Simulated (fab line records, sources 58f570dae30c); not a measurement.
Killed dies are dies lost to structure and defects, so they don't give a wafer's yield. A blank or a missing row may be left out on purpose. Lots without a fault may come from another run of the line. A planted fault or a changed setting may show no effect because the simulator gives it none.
One fault seen from 2 desks | flow berkeley_cmos170 | each desk has only its own numbers; what lay behind them comes last

THE TOOL OWNER'S DESK: implanter-01
The tool's own readings at UCB170_NVT_IMPLANT_07: means of the sampled wafers that have a number, for each lot that ran on this tool. A lot is out of limits, marked OUT, if its mean lies more than 4 standard deviations from the usual mean; the brackets give that distance.
Columns: A = beam_energy_keV at UCB170_NVT_IMPLANT_07, usual 50.001; B = beam_on_s at UCB170_NVT_IMPLANT_07, usual 9.99 s; C = tilt_deg at UCB170_NVT_IMPLANT_07, usual 7.001 degrees
lot  | first seen here | A                        | B     | C
L830 | day 6 14:17     | 49.976                   | 9.97  | 6.982
L834 | day 7 18:40     | 50.009                   | 10.12 | 6.993
L839 | day 8 12:31     | 50.004                   | 10.07 | 6.980
L846 | day 10 09:31    | 32.533 (-99 or more) OUT | 9.94  | 6.984
L847 | day 10 09:49    | 32.494 (-99 or more) OUT | 10.02 | 6.978
This desk's finding: out of limits on L846, L847; first on L846, day 10 09:31 (beam_energy_keV at UCB170_NVT_IMPLANT_07). In limits: L830, L834, L839.

THE METROLOGY DESK
What the gauges read, lot by lot, whatever tool the lot ran on: means of the sampled wafers that have a number. A lot is out of limits, marked OUT, if its mean lies more than 4 standard deviations from the usual mean; the brackets give that distance.
Columns: A = NVT_TW at UCB170_NVT_TW_MEAS_09, usual 530
lot  | first seen here | A
L831 | day 6 14:16     | 528
L830 | day 6 14:31     | 531
L833 | day 7 06:49     | 528
L835 | day 7 18:36     | 530
L834 | day 7 18:53     | 533
L838 | day 8 03:04     | 524
L839 | day 8 12:44     | 523
L840 | day 8 12:50     | 524
L846 | day 10 09:46    | 478 (-14) OUT
L849 | day 10 10:02    | 534
L847 | day 10 10:04    | 470 (-16) OUT
L850 | day 10 16:53    | 531
L851 | day 10 17:08    | 534
L853 | day 11 14:40    | 534
This desk's finding: out of limits on L846, L847; first on L846, day 10 09:46 (NVT_TW at UCB170_NVT_TW_MEAS_09). In limits: L831, L830, L833, L835, L834, L838, L839, L840, L849, L850, L851, L853.

PUT TOGETHER
The tool owner's desk could have raised an alarm at day 10 09:31, on L846, L847.
The metrology desk could have raised an alarm at day 10 09:46, on L846, L847.
Of the lots named, all ran UCB170_NVT_IMPLANT_07 on implanter-01.

WHAT THE SIMULATOR HAD PUT IN
Process parameter drift: implanter-01, from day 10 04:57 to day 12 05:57, at UCB170_NVT_IMPLANT_07. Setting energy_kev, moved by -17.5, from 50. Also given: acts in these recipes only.
Lots struck among those shown: L846, L847.
Hours from the fault's start to each desk's first reading out of limits: the tool owner's desk, 5; the metrology desk, 5.
